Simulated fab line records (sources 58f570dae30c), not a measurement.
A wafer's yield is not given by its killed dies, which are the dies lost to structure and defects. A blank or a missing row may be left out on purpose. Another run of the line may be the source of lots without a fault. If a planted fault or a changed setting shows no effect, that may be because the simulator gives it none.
Which tool was responsible? | flow berkeley_cmos170 | 20 wafers sampled from 7 lots at 1 step of a route of 331

WHAT EACH GAUGE READ, for each wafer
UCB170_START_BOW_MEAS_00.
lot  | measured    | on            | INCOMING_BOW (um)
L705 | day 1 15:00 | film_metro-03 | 1 -9 -1
L707 | day 2 01:02 | film_metro-01 | 2 2 4
L712 | day 3 02:02 | film_metro-03 | -7 5
L717 | day 4 03:02 | film_metro-03 | -7 -5 -4
L720 | day 4 18:04 | film_metro-02 | -8 9 -2
L724 | day 5 14:00 | film_metro-02 | -13 3 -4
L726 | day 6 00:01 | film_metro-01 | 11 -8 -5

WHICH TOOL RAN EACH LOT (tool, then ch and the chambers of the sampled wafers, then the start)
Before these readings, the record contains no process step.

THE ANSWER, worked out from the rows above alone
Rule: usual is defined by the lots themselves. The widest of any qualifying gaps counts: lots, ordered by their means at a reading, are off when they make up no more than a third of the lots, leave a main group of 4 or more, and stand apart from it by 3 or more times the standard deviation of that group's means. A main group is skipped when, at the precision printed for the reading in the tables above, its means are all equal. A lot without any number at a reading at which 4 lots or more have one is off too. All remaining lots with rows at the step are treated as sound.
None of the lots is off at any reading shown; this tells nothing.

WHAT THE SIMULATOR PUT IN
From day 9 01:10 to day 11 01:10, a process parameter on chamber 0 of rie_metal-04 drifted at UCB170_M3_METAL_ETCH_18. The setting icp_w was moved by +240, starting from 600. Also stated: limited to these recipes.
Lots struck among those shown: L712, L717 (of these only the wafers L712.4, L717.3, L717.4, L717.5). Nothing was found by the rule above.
